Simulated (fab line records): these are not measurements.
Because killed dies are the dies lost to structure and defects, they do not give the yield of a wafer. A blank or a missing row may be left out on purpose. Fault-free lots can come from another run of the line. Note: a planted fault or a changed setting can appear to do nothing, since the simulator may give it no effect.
Split-lot experiment ; flow ritCmos ; 23 wafers read across 5 lots, on a route 202 steps long

## ON THE SPLIT
At RIT_NLDD_IMPLANT_08, the setting doseCm2 was moved away from the recipe's 5e+14 on 10 of the 23 wafers read, by -3.1% to +4.0%. The other wafers ran this setting at the recipe's value.

## FROM THE SPLIT TO THE READING: what the file shows between them, 10 steps
- RIT_PLDD_IMPLANT_08 (also split here: energyKev)
- RIT_PLDD_STRIP_09: strips in O2, time 180 s
- RIT_SPACER_CLEAN_00: cleans in SC1, time 600 s
- RIT_NSD_IMPLANT_08 (also split here: doseCm2)
- RIT_PSD_SOFTBAKE_02: time 60 s (also split here: tempC)
- RIT_PSD_EXPOSE_03: exposes mask M10, target cd 40900 nm
- RIT_PSD_PEB_04
- RIT_SDANNEAL_RTA_03: time 4.907 s
- RIT_SDANNEAL_RS_MEAS_05: measures by four-point-probe
- RIT_SDANNEAL_RS_MEAS_06: measures by four-point-probe

## THE READING
NLDD_RS (ohm/sq), read at RIT_SDANNEAL_RS_MEAS_07 with a four-point probe. A value of 151.7 ohm/sq with a standard deviation of 0.51 ohm/sq is what fault-free wafers of this fab line usually give.

wafer;tool, chamber at the split;doseCm2 as run;against the recipe;NLDD_RS, ohm/sq;against lot-mates on the recipe
L074.1;implanter-02, 0;5e+14;recipe;151.7;-
L074.3;implanter-02, 0;5e+14;recipe;151.8;-
L074.4;implanter-02, 0;4.844e+14;-3.1%;156.4;+4.6
L074.5;implanter-02, 0;5e+14;recipe;151.8;-
L074.6;implanter-02, 0;4.844e+14;-3.1%;156.6;+4.8
L077.1;implanter-01, 0;5e+14;recipe;151.9;-
L077.2;implanter-01, 0;5.109e+14;+2.2%;148.9;-2.9
L077.3;implanter-01, 0;5e+14;recipe;151.9;-
L077.5;implanter-01, 0;5.109e+14;+2.2%;149.1;-2.7
L077.6;implanter-01, 0;5e+14;recipe;151.7;-
L078.1;implanter-01, 0;5.192e+14;+3.8%;146.5;-4.7
L078.2;implanter-01, 0;5.192e+14;+3.8%;146.6;-4.6
L078.3;implanter-01, 0;5e+14;recipe;151.2;-
L078.4;implanter-01, 0;5e+14;recipe;151.2;-
L078.5;implanter-01, 0;5.192e+14;+3.8%;146.9;-4.3
L079.1;implanter-01, 0;5e+14;recipe;152.0;-
L079.4;implanter-01, 0;5e+14;recipe;152.2;-
L079.6;implanter-01, 0;5e+14;recipe;152.4;-
L083.1;implanter-02, 0;5e+14;recipe;151.2;-
L083.2;implanter-02, 0;5.201e+14;+4.0%;146.4;-5.0
L083.3;implanter-02, 0;5.201e+14;+4.0%;146.6;-4.8
L083.5;implanter-02, 0;5e+14;recipe;151.7;-
L083.6;implanter-02, 0;5.201e+14;+4.0%;146.4;-5.0

FIT RESULTS
A straight line over all 23 wafers: NLDD_RS changes by -1.37 ohm/sq for each +1% of doseCm2; r = -0.99; the points scatter about the line by 0.33 ohm/sq.
The same after taking each lot's own level away (the mean of its wafers on the recipe; 23 wafers): -1.29 ohm/sq for each +1%; r = -1.00; scatter 0.28 ohm/sq.
Per that fit: largest doseCm2 move, reading shift of 5.2 ohm/sq.
The lots' own levels span 151.20 to 152.20 ohm/sq, that is 2.0 times the standard deviation above.
The two slopes are in agreement: the lot-to-lot level therefore moves the slope only a little.
Check: with one of the wafers moved furthest among these (+4.0%) left out of the fit, the line predicts -5.05 ohm/sq for it against its lot-mates. Against them it came out at -5.05 ohm/sq.

## OTHER SPLITS ON THESE WAFERS
Before the reading, these wafers also passed through other splits. Each is held against what the fit with the lots' levels taken away leaves over:
other split on the same wafers;wafers away from the commonest value;r with NLDD_RS (lot level and that fit taken away)
RIT_ACTIVE_COAT_06 spinRpm;4;-0.18
RIT_ACTIVE_HARDBAKE_12 tempC;4;-0.07
RIT_GATE_CVD_08 sih4FlowSccm;10;-0.35
RIT_GATE_DEVELOP_15 developTimeS;8;-0.08
RIT_GATE_ETCH_19 timeS;9;-0.30
RIT_REOX_OXIDATION_03 tempC;10;-0.24
RIT_PLDD_IMPLANT_08 energyKev;11;-0.03
RIT_NSD_IMPLANT_08 doseCm2;10;+0.08
RIT_PSD_SOFTBAKE_02 tempC;7;-0.12

## THE FILE'S OWN FIT
NLDD_RS changes by -1.28 ohm/sq for each +1% of doseCm2, r = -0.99.
